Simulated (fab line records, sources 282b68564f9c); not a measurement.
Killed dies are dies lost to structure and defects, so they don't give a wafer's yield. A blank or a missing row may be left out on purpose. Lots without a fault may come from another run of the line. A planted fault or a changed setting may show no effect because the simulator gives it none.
A struck lot beside a sound one | flow rit_cmos | 21 steps out of a route of 202
Sound: wafers L836.3, L836.5, L836.6. Struck: wafers L847.3, L847.4, L847.6. The cause comes at the end.
At each step with rows: each side's tool, then ch and its chambers, then its first start. Under that, the readings that differ: sound wafers | struck wafers | difference of the means | sigmas: that difference in standard deviations of wafers without a fault.
alike: readings whose means differ by less than 2 such deviations, and words and numbers that are the same on both sides. not compared: withheld readings, readings that some wafer has no value for, bounds like >300 that may hide the same value, and numbers for which the record gives no deviation and whose values overlap.
The two part at a step that has a row with sigmas, a row that says differs or no value, or rows on one side only. Numbers that don't overlap but have no deviation are shown without sigmas and don't part them. A reading that every wafer of one side lacks parts them only if that side has two wafers or more.

RIT_PLDD_OVL_MEAS_06:
  sound on overlay-01, day 3 21:28; struck on overlay-01, day 6 04:02
  alike: PLDD_OVL
then, 2 steps without rows for these wafers: RIT_PLDD_HARDBAKE_07 (time 60 s); RIT_PLDD_IMPLANT_08.
RIT_PLDD_STRIP_09: strips in O2, time 180 s.
  sound on plasma_asher-01 ch 0,1, day 3 21:55; struck on plasma_asher-01 ch 0,1, day 6 04:25
  alike: drypump_motor_current_A
  not compared: rf_hours_counter_h
RIT_PLDD_TW_MEAS_10:
  sound on film_metro-03, day 3 22:04; struck on film_metro-02, day 6 04:33
  alike: PLDD_TW
then, 4 steps without rows for these wafers: RIT_SPACER_CLEAN_00 (cleans in SC1, time 600 s); RIT_SPACER_CLEAN_01 (cleans in dHF, time 30 s); RIT_SPACER_CLEAN_02 (cleans in SC2, time 600 s); RIT_SPACER_CVD_03 (deposits Si3N4 from SiH2Cl2/NH3, target thk 250 nm, time 3300 s).
RIT_SPACER_THK_MEAS_04:
  sound on film_metro-03, day 4 00:24; struck on film_metro-03, day 6 06:54
  alike: SPACER_NITRIDE_THK
RIT_SPACER_ETCHBACK_05: etches Si3N4 in SF6/CHF3, stops on SiO2, target depth 250 nm, time 240 s.
  sound on rie_diel-03 ch 1,2,3, day 4 00:26; struck on rie_diel-01 ch 0,2,3, day 6 06:56
  alike: CHF3_flow_sccm, drypump_motor_current_A, oes_product_au, throttle_valve_pct
  not compared: rf_hours_counter_h
then, 1 step without rows for these wafers: RIT_NSD_HMDS_00 (prime time 60 s).
RIT_NSD_COAT_01: resist thk 1000 nm.
  sound on litho_track-03 ch 0, day 4 00:47; struck on litho_track-03 ch 0, day 6 07:17
  reading                                  | sound                | struck               | difference | sigmas
  spin_speed_rpm (rpm)                     | 3252.8 3248.0 3248.4 | 3008.6 3010.5 3006.5 | -241.2     | -99 or more
  model.NOVOLAK_of_NSD_COAT_01.thk_nm (nm) | 1005 1006 1008       | 1035 1039 1038       | +31        |
then, 4 steps without rows for these wafers: RIT_NSD_SOFTBAKE_02 (time 60 s); RIT_NSD_EXPOSE_03 (exposes mask M9, target cd 40700 nm); RIT_NSD_PEB_04; RIT_NSD_DEVELOP_05 (develop time 50 s).
RIT_NSD_OVL_MEAS_06:
  sound on overlay-01, day 4 01:28; struck on overlay-02, day 6 08:05
  alike: NSD_OVL
RIT_NSD_HARDBAKE_07: time 60 s.
  sound on litho_track-01 ch 0, day 4 01:32; struck on litho_track-02 ch 0, day 6 08:09
  reading                                  | sound             | struck            | difference | sigmas
  model.NOVOLAK_of_NSD_COAT_01.thk_nm (nm) | 888.2 888.6 890.5 | 914.4 917.7 917.1 | +27.3      |
then, 1 step without rows for these wafers: RIT_NSD_IMPLANT_08.
RIT_M1_PROBE_99:
  the record has rows for the struck wafers here (prober-01, day 6 18:32) and none for the sound ones

WHERE THEY PART
First at RIT_NSD_COAT_01; last, within this record, at RIT_M1_PROBE_99.

WHY: what the simulator had put in
Process parameter drift: litho_track-03, from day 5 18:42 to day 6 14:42, at RIT_NSD_COAT_01. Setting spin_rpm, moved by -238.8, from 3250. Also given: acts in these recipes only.
